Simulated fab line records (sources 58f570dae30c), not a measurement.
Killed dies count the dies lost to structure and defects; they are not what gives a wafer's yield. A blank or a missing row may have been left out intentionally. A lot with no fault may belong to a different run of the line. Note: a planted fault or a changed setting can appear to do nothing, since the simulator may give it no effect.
A struck lot beside a sound one -- flow berkeley_cmos170 -- 19 out of 331 route steps
Sound: the wafers L546.1, L546.3, L546.6. Struck: wafers L548.2, L548.4, L548.5. The cause is given at the end.
For every step that has rows: the tool of each side, followed by ch and its chambers, followed by its first start. Under that, the readings that differ: sound wafers -- struck wafers -- difference of the means -- sigmas: that difference in standard deviations of wafers without a fault.
alike: words and numbers the same on both sides, and readings whose means are apart by under 2 such deviations; not compared: readings that were withheld, readings missing a value for some wafer, numbers with overlapping values and no deviation given by the record, and bounds like >300 which may hide the same value.
Wherever a step has rows on one side only, a row that says differs or no value, or a row with sigmas, the two part there. Non-overlapping numbers with no deviation appear without sigmas and do not part them. A reading missing from all wafers of one side parts the sides only when that side holds two or more wafers.

first, 4 steps without rows for these wafers: UCB170_WELLDRIVE_WET_ETCH_04 (etches SiO2 in BOE, time 120 s); UCB170_ACTIVE_CLEAN_00 (cleans in SPM, time 600 s); UCB170_ACTIVE_CLEAN_01 (cleans in dHF, time 60 s); UCB170_ACTIVE_OXIDATION_02 (target thk 26.4 nm, ox time 1260 s).
UCB170_ACTIVE_THK_MEAS_03:
  struck on film_metro-03, day 5 05:17; sound on film_metro-03, day 4 20:57
  alike: ACTIVE_OXIDE_THK
then, 2 steps without rows for these wafers: UCB170_ACTIVE_ANNEAL_04 (time 900 s); UCB170_ACTIVE_CVD_05 (deposits Si3N4 from SiH2Cl2/NH3, target thk 220 nm, time 3300 s).
UCB170_ACTIVE_THK_MEAS_06:
  struck on film_metro-02, day 5 11:42; sound on film_metro-02, day 5 03:04
  alike: ACTIVE_NITRIDE_THK
then, 4 steps without rows for these wafers: UCB170_ACTIVE_HMDS_07 (prime time 60 s); UCB170_ACTIVE_COAT_08 (resist thk 900 nm); UCB170_ACTIVE_SOFTBAKE_09 (time 60 s); UCB170_ACTIVE_EXPOSE_10 (exposes mask ACTIVE, target cd 1200 nm).
UCB170_ACTIVE_PEB_11:
  sound on litho_track-03 ch 0, day 5 04:34; struck on litho_track-03 ch 0, day 5 12:28
  alike: plate_temp_C
then, 1 step without rows for these wafers: UCB170_ACTIVE_DEVELOP_12 (develop time 45 s).
UCB170_ACTIVE_CD_MEAS_13 targets a cd of 1200 nm.
  struck on cd_sem-02, day 5 12:44; sound on cd_sem-02, day 5 04:50
reading,sound,struck,difference,sigmas
cd_nm (nm),1200.3 1200.9 1201.2,1189.6 1190.4 1190.6,-10.6,-9
UCB170_ACTIVE_OVL_MEAS_14:
  struck on overlay-01, day 5 12:51; sound on overlay-02, day 5 04:58
  alike: ACTIVE_OVL
UCB170_ACTIVE_ETCH_15: etches Si3N4 in CH3F/Ar/O2, stops on SiO2, target depth 242 nm, time 151 s.
  sound on rie_diel-01 ch 0,2,3, day 5 04:59; struck on rie_diel-01 ch 1,2,3, day 5 12:53
reading,sound,struck,difference,sigmas
model.ACTIVE.cd_nm (nm),1200 1200 1200,1190 1190 1191,-10,
  alike: drypump_motor_current_A, oes_product_au, throttle_valve_pct
  not compared: rf_hours_counter_h
UCB170_ACTIVE_STRIP_16: strips in O2.
  sound on plasma_asher-01 ch 0,1, day 5 05:05; struck on plasma_asher-01 ch 0,1, day 5 12:59
  alike: drypump_motor_current_A, oes_product_au, strip_time_to_endpoint_s
  not compared: rf_hours_counter_h
-- the record jumps here: 4 days lie between the struck wafers' starts before and after (it left off in module ACTIVE and takes up again in module M3, whose first step shown is number 331 of the route) --
UCB170_M3_PROBE_99:
  only the struck wafers here have rows in the record (prober-01, day 9 09:45); the sound ones have none

WHERE THEY PART
At UCB170_ACTIVE_CD_MEAS_13 first; at UCB170_M3_PROBE_99 last (within this record only).

WHY: the cause the simulator had injected
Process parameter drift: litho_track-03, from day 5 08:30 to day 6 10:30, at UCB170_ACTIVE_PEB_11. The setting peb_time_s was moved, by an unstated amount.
